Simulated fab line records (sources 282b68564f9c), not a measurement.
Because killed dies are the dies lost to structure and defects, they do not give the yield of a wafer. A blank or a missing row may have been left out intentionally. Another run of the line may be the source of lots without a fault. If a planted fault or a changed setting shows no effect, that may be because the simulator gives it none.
fab line records ; flow rit_cmos
record lots=15; wafers=45; last_day=7
route steps=202 shown ACTIVE@15 NRETRO@61 SILICIDE@162 M1@199
lots untouched by any fault: they come from a run of this same line in which no faults occurred
start_h: hours from the record's opening day to when the first of the lot's shown wafers began ; wait_h: time in hours since the lot's previous step ; " unchanged from the row above ; L1.1+2: a single row standing in for several wafers ; - no value, or no start given ; * or withheld: withheld ; < > ~ a bound
route shown NAME@n: a module of which the file shows steps, and the number in the route of the first ; usual: mean/standard deviation of fault-free wafers ; same: alike in all rows ; chamber/n: place in a boat ; sites: the reading at each site ; _std_site: their standard deviation ; _edge_site: the outer-site mean with the inner-site mean subtracted ; radius_mm: how far each site lies from the wafer's centre ; mask NAME#n: copy n ; behind: the last tool/chamber to shape the wafer ; hold: why the lot went on hold/how many hours it stayed there/how the hold came to an end ; device: the transistor (n, p or np) that didn't switch ; end of line: the route-end tests of the same wafers ; step lacking rows: just its recipe ; killed: at the first sort, the dies lost to defects and structure; wafer yield is something else ; map: a wafer's dies, x killed, . not, _ none there
set.NAME: the setting that was run; set.NAME@STEP: the one run at that earlier step ; model.NAME: the simulator's own value behind a step, which no gauge read
one table for each step of the route and one row for each wafer, over a sample of lots
services: the hour from which a tool's chamber was out of use, counted from the record's first day as start_h (under 0 if before that day), plus the number of hours and why
## steps
# step RIT_ACTIVE_STRIP_14
# recipe chemistry=O2; time_s=180; resist=NOVOLAK; platen_temp_c=withheld; power_w=500; pressure_mtorr=4000; o2_flow_sccm=4000
# usual drypump_motor_current_A=5.80/0.27
lot.wafer;tool;chamber;start_h;wait_h;drypump_motor_current_A;rf_hours_counter_h
L698.3;plasma_asher-02;0;15.86;0.1;5.80;-
L698.5;plasma_asher-02;1;15.86;0.1;5.38;-
L698.6;plasma_asher-02;0;15.86;0.1;5.78;-
L700.4;plasma_asher-02;1;24.90;0.1;5.37;-
L700.5;plasma_asher-02;0;24.90;0.1;5.82;-
L700.6;plasma_asher-02;1;24.90;0.1;5.36;-
L701.4;plasma_asher-02;0;30.65;0.1;5.81;-
L701.5;plasma_asher-02;1;30.65;0.1;5.38;-
L701.6;plasma_asher-02;0;30.65;0.1;5.80;-
L703.2;plasma_asher-02;1;39.97;0.1;5.36;26
L703.4;plasma_asher-02;1;39.97;0.1;5.35;-
L703.5;plasma_asher-02;1;39.97;0.1;5.35;-
L704.1;plasma_asher-03;0;47.64;0.1;5.86;40
L704.5;plasma_asher-03;1;47.64;0.1;6.17;-
L704.6;plasma_asher-03;0;47.64;0.1;5.87;-
L705.2;plasma_asher-02;1;51.95;0.1;5.35;27
L705.3;plasma_asher-02;0;51.95;0.1;5.81;-
L705.6;plasma_asher-02;0;51.95;0.1;5.80;-
L706.2;plasma_asher-02;0;56.81;0.1;5.79;28
L706.5;plasma_asher-02;1;56.81;0.1;5.35;-
L706.6;plasma_asher-02;0;56.81;0.1;5.80;-
L709.4;plasma_asher-03;0;70.45;0.1;5.87;-
L709.5;plasma_asher-03;0;70.45;0.1;5.88;-
L709.6;plasma_asher-03;1;70.45;0.1;6.16;-
L710.2;plasma_asher-03;0;76.69;0.1;5.87;43
L710.5;plasma_asher-03;1;76.69;0.1;6.15;-
L710.6;plasma_asher-03;0;76.69;0.1;5.84;-
L712.1;plasma_asher-04;0;86.55;0.1;5.96;41
L712.2;plasma_asher-04;1;86.55;0.1;5.59;41
L712.5;plasma_asher-04;0;86.55;0.1;5.96;-
L713.4;plasma_asher-03;1;90.40;0.1;6.16;-
L713.5;plasma_asher-03;0;90.40;0.1;5.91;-
L713.6;plasma_asher-03;1;90.40;0.1;6.17;-
L715.2;plasma_asher-03;0;100.97;0.1;5.88;45
L715.4;plasma_asher-03;0;100.97;0.1;5.95;-
L715.6;plasma_asher-03;1;100.97;0.1;6.16;-
L716.2;plasma_asher-03;0;105.70;0.1;5.85;46
L716.5;plasma_asher-03;0;105.70;0.1;5.86;-
L716.6;plasma_asher-03;1;105.70;0.1;6.18;-
L717.1;plasma_asher-04;1;109.88;0.1;5.55;44
L717.2;plasma_asher-04;0;109.88;0.1;5.97;44
L717.6;plasma_asher-04;0;109.88;0.1;5.97;-
L718.1;plasma_asher-04;0;116.06;0.1;5.98;44
L718.3;plasma_asher-04;1;116.06;0.1;5.56;-
L718.5;plasma_asher-04;1;116.06;0.1;5.59;-
# step RIT_NRETRO_IMPLANT_08
# recipe species=P; energy_kev=70; dose_cm2=1e+13; tilt_deg=7
# usual faraday_current_uA=31.8/0.64; tilt_deg=6.999/0.019
lot.wafer;tool;chamber;start_h;wait_h;faraday_current_uA;tilt_deg
L698.3;implanter-03;0;30.81;0.2;32.0;6.980
L698.5;implanter-03;0;30.81;0.2;32.0;7.051
L698.6;implanter-03;0;30.81;0.2;31.3;6.997
L700.4;implanter-03;0;44.27;0.2;32.2;7.036
L700.5;implanter-03;0;44.27;0.2;32.0;7.017
L700.6;implanter-03;0;44.27;0.2;31.7;7.037
L701.4;implanter-03;0;47.44;0.2;31.8;6.997
L701.5;implanter-03;0;47.44;0.2;32.3;7.015
L701.6;implanter-03;0;47.44;0.2;32.4;6.985
L703.2;implanter-03;0;57.99;0.2;32.4;6.994
L703.4;implanter-03;0;57.99;0.2;31.5;6.989
L703.5;implanter-03;0;57.99;0.2;31.1;7.015
L704.1;implanter-01;0;65.90;0.2;30.4;6.983
L704.5;implanter-01;0;65.90;0.2;32.0;6.972
L704.6;implanter-01;0;65.90;0.2;31.9;6.988
L705.2;implanter-03;0;70.47;0.2;31.5;7.021
L705.3;implanter-03;0;70.47;0.2;32.3;7.010
L705.6;implanter-03;0;70.47;0.2;31.1;7.012
L706.2;implanter-03;0;71.01;0.2;32.4;7.006
L706.5;implanter-03;0;71.01;0.2;31.6;6.960
L706.6;implanter-03;0;71.01;0.2;31.3;6.985
L709.4;implanter-01;0;87.98;0.2;32.4;7.009
L709.5;implanter-01;0;87.98;0.2;30.7;7.027
L709.6;implanter-01;0;87.98;0.2;31.2;7.019
L710.2;implanter-03;0;91.00;0.2;32.2;6.993
L710.5;implanter-03;0;91.00;0.2;31.8;6.990
L710.6;implanter-03;0;91.00;0.2;31.0;7.019
L712.1;implanter-01;0;102.92;0.2;31.2;6.972
L712.2;implanter-01;0;102.92;0.2;31.5;6.991
L712.5;implanter-01;0;102.92;0.2;31.9;7.016
L713.4;implanter-04;0;107.74;0.2;32.2;6.969
L713.5;implanter-04;0;107.74;0.2;32.4;6.978
L713.6;implanter-04;0;107.74;0.2;31.6;6.961
L715.2;implanter-01;0;115.28;0.2;31.8;6.982
L715.4;implanter-01;0;115.28;0.2;32.2;6.994
L715.6;implanter-01;0;115.28;0.2;30.9;6.988
L716.2;implanter-01;0;120.82;0.2;31.8;7.015
L716.5;implanter-01;0;120.82;0.2;31.9;7.005
L716.6;implanter-01;0;120.82;0.2;30.5;7.031
L717.1;implanter-04;0;127.12;0.2;32.9;7.009
L717.2;implanter-04;0;127.12;0.2;31.8;6.973
L717.6;implanter-04;0;127.12;0.2;32.6;7.024
L718.1;implanter-03;0;132.01;0.2;31.1;6.972
L718.3;implanter-03;0;132.01;0.2;31.9;6.975
L718.5;implanter-03;0;132.01;0.2;32.9;6.992
# step RIT_NRETRO_TW_MEAS_10
# usual NRETRO_TW=1060/6.4
lot.wafer;tool;chamber;start_h;wait_h;NRETRO_TW
L698.3;film_metro-04;-;31.10;0.1;1052
L698.5;film_metro-04;-;31.10;0.1;1049
L698.6;film_metro-04;-;31.10;0.1;1055
L700.4;film_metro-04;-;44.55;0.1;1054
L700.5;film_metro-04;-;44.55;0.1;1059
L700.6;film_metro-04;-;44.55;0.1;1059
L701.4;film_metro-04;-;47.72;0.1;1052
L701.5;film_metro-04;-;47.72;0.1;1054
L701.6;film_metro-04;-;47.72;0.1;1053
L703.2;film_metro-02;-;58.30;0.1;1067
L703.4;film_metro-02;-;58.30;0.1;1064
L703.5;film_metro-02;-;58.30;0.1;1063
L704.1;film_metro-04;-;66.23;0.1;1071
L704.5;film_metro-04;-;66.23;0.1;1066
L704.6;film_metro-04;-;66.23;0.1;1061
L705.2;film_metro-02;-;70.78;0.1;1056
L705.3;film_metro-02;-;70.78;0.1;1065
L705.6;film_metro-02;-;70.78;0.1;1056
L706.2;film_metro-02;-;71.32;0.1;1059
L706.5;film_metro-02;-;71.32;0.1;1054
L706.6;film_metro-02;-;71.32;0.1;1054
L709.4;film_metro-04;-;88.26;0.1;1064
L709.5;film_metro-04;-;88.26;0.1;1060
L709.6;film_metro-04;-;88.26;0.1;1059
L710.2;film_metro-01;-;91.31;0.1;1060
L710.5;film_metro-01;-;91.31;0.1;1054
L710.6;film_metro-01;-;91.31;0.1;1055
L712.1;film_metro-04;-;103.25;0.1;1005
L712.2;film_metro-04;-;103.25;0.1;1006
L712.5;film_metro-04;-;103.25;0.1;1003
L713.4;film_metro-02;-;108.02;0.1;1076
L713.5;film_metro-02;-;108.02;0.1;1076
L713.6;film_metro-02;-;108.02;0.1;1065
L715.2;film_metro-02;-;115.59;0.1;1021
L715.4;film_metro-02;-;115.59;0.1;1024
L715.6;film_metro-02;-;115.59;0.1;1020
L716.2;film_metro-02;-;121.13;0.1;1009
L716.5;film_metro-02;-;121.13;0.1;1007
L716.6;film_metro-02;-;121.13;0.1;1006
L717.1;film_metro-04;-;127.45;0.1;1057
L717.2;film_metro-04;-;127.45;0.1;1064
L717.6;film_metro-04;-;127.45;0.1;1055
L718.1;film_metro-01;-;132.34;0.1;1062
L718.3;film_metro-01;-;132.34;0.1;1063
L718.5;film_metro-01;-;132.34;0.1;1065
# step RIT_SILICIDE_SPUTTER_01
# recipe material=Ti; target_thk_nm=30; power_w=350; chamber_pressure_pa=0.667; gas=Ar; time_s=240; substrate_temp_c=25
# usual throttle_valve_pct=30.7/1.4
lot.wafer;tool;chamber;start_h;wait_h;throttle_valve_pct
L698.3;pvd_sputter-01;-;52.14;0.0;30.5
L698.5;pvd_sputter-01;-;52.14;0.0;30.5
L698.6;pvd_sputter-01;-;52.14;0.0;32.1
L700.4;pvd_sputter-01;-;70.08;0.0;30.9
L700.5;pvd_sputter-01;-;70.08;0.0;30.9
L700.6;pvd_sputter-01;-;70.08;0.0;32.2
L701.4;pvd_sputter-02;-;70.88;0.0;33.0
L701.5;pvd_sputter-02;-;70.88;0.0;29.9
L701.6;pvd_sputter-02;-;70.88;0.0;31.5
L703.2;pvd_sputter-04;-;80.83;0.0;30.2
L703.4;pvd_sputter-04;-;80.83;0.0;33.0
L703.5;pvd_sputter-04;-;80.83;0.0;29.9
L704.1;pvd_sputter-01;-;88.59;0.0;30.8
L704.5;pvd_sputter-01;-;88.59;0.0;30.5
L704.6;pvd_sputter-01;-;88.59;0.0;30.8
L705.2;pvd_sputter-04;-;91.92;0.0;30.4
L705.3;pvd_sputter-04;-;91.92;0.0;29.9
L705.6;pvd_sputter-04;-;91.92;0.0;30.5
L706.2;pvd_sputter-01;-;92.40;0.0;30.8
L706.5;pvd_sputter-01;-;92.40;0.0;30.7
L706.6;pvd_sputter-01;-;92.40;0.0;30.9
L709.4;pvd_sputter-01;-;110.83;0.0;30.7
L709.5;pvd_sputter-01;-;110.83;0.0;30.5
L709.6;pvd_sputter-01;-;110.83;0.0;28.5
L710.2;pvd_sputter-02;-;116.13;0.0;31.6
L710.5;pvd_sputter-02;-;116.13;0.0;31.5
L710.6;pvd_sputter-02;-;116.13;0.0;33.2
L712.1;pvd_sputter-02;-;125.52;0.0;30.1
L712.2;pvd_sputter-02;-;125.52;0.0;30.4
L712.5;pvd_sputter-02;-;125.52;0.0;32.9
L713.4;pvd_sputter-01;-;130.25;0.0;30.8
L713.5;pvd_sputter-01;-;130.25;0.0;28.2
L713.6;pvd_sputter-01;-;130.25;0.0;30.8
L715.2;pvd_sputter-04;-;136.48;0.0;29.9
L715.4;pvd_sputter-04;-;136.48;0.0;29.9
L715.6;pvd_sputter-04;-;136.48;0.0;33.0
L716.2;pvd_sputter-01;-;145.92;0.0;28.6
L716.5;pvd_sputter-01;-;145.92;0.0;28.2
L716.6;pvd_sputter-01;-;145.92;0.0;30.5
L717.1;pvd_sputter-02;-;150.91;0.0;33.3
L717.2;pvd_sputter-02;-;150.91;0.0;30.2
L717.6;pvd_sputter-02;-;150.91;0.0;29.9
L718.1;pvd_sputter-01;-;153.60;0.0;30.7
L718.3;pvd_sputter-01;-;153.60;0.0;32.1
L718.5;pvd_sputter-01;-;153.60;0.0;28.2
# step RIT_M1_CD_MEAS_90
# recipe target_cd_nm=2600
# usual cd_nm=2601/3.1
lot.wafer;tool;chamber;start_h;wait_h;cd_nm
L698.3;cd_sem-01;-;57.20;0.1;2602
L698.5;cd_sem-01;-;57.20;0.1;2607
L698.6;cd_sem-01;-;57.20;0.1;2604
L700.4;cd_sem-01;-;75.30;0.1;2608
L700.5;cd_sem-01;-;75.30;0.1;2608
L700.6;cd_sem-01;-;75.30;0.1;2603
L701.4;cd_sem-02;-;76.72;0.1;2600
L701.5;cd_sem-02;-;76.72;0.1;2602
L701.6;cd_sem-02;-;76.72;0.1;2601
L703.2;cd_sem-01;-;86.04;0.1;2595
L703.4;cd_sem-01;-;86.04;0.1;2595
L703.5;cd_sem-01;-;86.04;0.1;2604
L704.1;cd_sem-02;-;93.89;0.1;2600
L704.5;cd_sem-02;-;93.89;0.1;2602
L704.6;cd_sem-02;-;93.89;0.1;2600
L705.2;cd_sem-02;-;96.97;0.1;2606
L705.3;cd_sem-02;-;96.97;0.1;2606
L705.6;cd_sem-02;-;96.97;0.1;2603
L706.2;cd_sem-01;-;97.80;0.1;2601
L706.5;cd_sem-01;-;97.80;0.1;2600
L706.6;cd_sem-01;-;97.80;0.1;2595
L709.4;cd_sem-02;-;116.06;0.1;2604
L709.5;cd_sem-02;-;116.06;0.1;2596
L709.6;cd_sem-02;-;116.06;0.1;2605
L710.2;cd_sem-01;-;121.29;0.1;2598
L710.5;cd_sem-01;-;121.29;0.1;2599
L710.6;cd_sem-01;-;121.29;0.1;2601
L712.1;cd_sem-02;-;130.68;0.1;2600
L712.2;cd_sem-02;-;130.68;0.1;2600
L712.5;cd_sem-02;-;130.68;0.1;2602
L713.4;cd_sem-01;-;135.56;0.1;2603
L713.5;cd_sem-01;-;135.56;0.1;2600
L713.6;cd_sem-01;-;135.56;0.1;2600
L715.2;cd_sem-01;-;141.65;0.1;2606
L715.4;cd_sem-01;-;141.65;0.1;2600
L715.6;cd_sem-01;-;141.65;0.1;2602
L716.2;cd_sem-02;-;151.47;0.1;2603
L716.5;cd_sem-02;-;151.47;0.1;2602
L716.6;cd_sem-02;-;151.47;0.1;2606
L717.1;cd_sem-01;-;156.25;0.1;2597
L717.2;cd_sem-01;-;156.25;0.1;2599
L717.6;cd_sem-01;-;156.25;0.1;2598
L718.1;cd_sem-01;-;159.29;0.1;2601
L718.3;cd_sem-01;-;159.29;0.1;2605
L718.5;cd_sem-01;-;159.29;0.1;2603
# step RIT_M1_PROBE_99
# usual killed_at_contacts=0.0/0.22; killed_at_front_end=7/3.2; killed_dies=8/3.2; killed_open=3.7/2.1; killed_short=3.8/2.2
# same gross_dies=264; killed_at_M0_to_M3=0; killed_at_M4_up=0; killed_at_back_side=0; killed_at_other=0
lot.wafer;tool;chamber;start_h;wait_h;killed_at_contacts;killed_at_front_end;killed_dies;killed_open;killed_short
L716.2;prober-01;-;153.24;0.1;0;9;9;6;3
L716.5;prober-01;-;153.39;0.2;0;6;6;3;3
L716.6;prober-01;-;153.44;0.2;0;7;7;3;4
L717.1;prober-02;-;157.99;0.1;0;9;9;3;6
L717.2;prober-02;-;158.04;0.1;0;6;6;2;4
L717.6;prober-02;-;158.24;0.2;0;10;10;3;7
# killed by level:class
L716.2 GATE:geometric_particle:open=2 GATE:geometric_particle:short=2 REOX:geometric_particle:open=2 FOX1:geometric_particle:open=1 REOX:geometric_particle:short=1 SPACER:geometric_particle:open=1
L716.5 FOX1:geometric_particle:short=2 FOX2:geometric_particle:open=1 GATE:geometric_particle:open=1 GATE:geometric_particle:short=1 SPACER:geometric_particle:open=1
L716.6 GATE:geometric_particle:short=2 ACTIVE:geometric_particle:open=1 FOX2:geometric_particle:short=1 GATE:geometric_particle:open=1 REOX:geometric_particle:short=1 REOX:geometric_particle:open=1
L717.1 GATE:geometric_particle:short=2 FOX1:geometric_particle:short=1 FOX2:geometric_particle:short=1 GATE:geometric_particle:open=1 REOX:geometric_particle:short=1 SPACER:geometric_particle:open=1 SILICIDE:geometric_particle:short=1 SILICIDE:geometric_particle:open=1
L717.2 GATE:geometric_particle:short=3 SPACER:geometric_particle:open=1 SILICIDE:geometric_particle:short=1 SILICIDE:geometric_particle:open=1
L717.6 FOX2:geometric_particle:short=3 FOX2:geometric_particle:open=2 SPACER:geometric_particle:short=2 GATE:geometric_particle:short=1 SPACER:geometric_particle:open=1 SILICIDE:geometric_particle:short=1
## services
tool;chamber;start_h;hours;kind
pvd_sputter-02;-;-6.73;3.1;repair
plasma_asher-02;-;-0.92;0.9;repair
implanter-03;-;1.79;3.5;repair
plasma_asher-02;-;3.66;2.5;repair
implanter-01;-;4.93;3.2;pm
plasma_asher-02;-;7.93;0.9;repair
plasma_asher-04;-;11.32;28.1;pm
implanter-04;-;22.97;81.8;pm
plasma_asher-04;-;89.88;0.5;repair
pvd_sputter-02;-;104.89;9.0;repair
implanter-04;-;107.93;3.1;repair
plasma_asher-03;-;108.75;9.0;pm
plasma_asher-03;0;108.75;9.0;vent_cycle
plasma_asher-03;1;108.75;9.0;vent_cycle
plasma_asher-03;0;117.75;-;clean
plasma_asher-03;1;117.75;-;clean
implanter-04;-;130.88;5.3;pm
plasma_asher-02;-;132.94;4.4;repair
implanter-04;-;146.30;0.8;repair
implanter-01;-;146.92;0.6;repair
implanter-01;-;151.03;14.2;pm
## key
first_sign step=RIT_NRETRO_TW_MEAS_10; reading=NRETRO_TW; direction=down; sigmas=7.6; usual=1060; struck=1011
effect none on later readings
met_at RIT_NRETRO_IMPLANT_08
struck_lots L712,L715,L716
tester_left_out L712,L715,L716
not_acting_at RIT_ACTIVE_STRIP_14,RIT_SILICIDE_SPUTTER_01,RIT_M1_CD_MEAS_90
onset_between 87.98 102.92
fault kind=process_parameter_drift; tool=implanter-01; chamber=-; onset_h=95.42; steps=RIT_NRETRO_IMPLANT_08; channel=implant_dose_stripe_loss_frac; offset=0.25; shape=step; end_h=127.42
# tester_left_out: of these lots the tester's yield and bins aren't shown, on N5 and GAA mostly nor the transistor test; their killed dies are dies lost to structure and defects alone, not to doping, threshold or leakage, so they don't give the yield
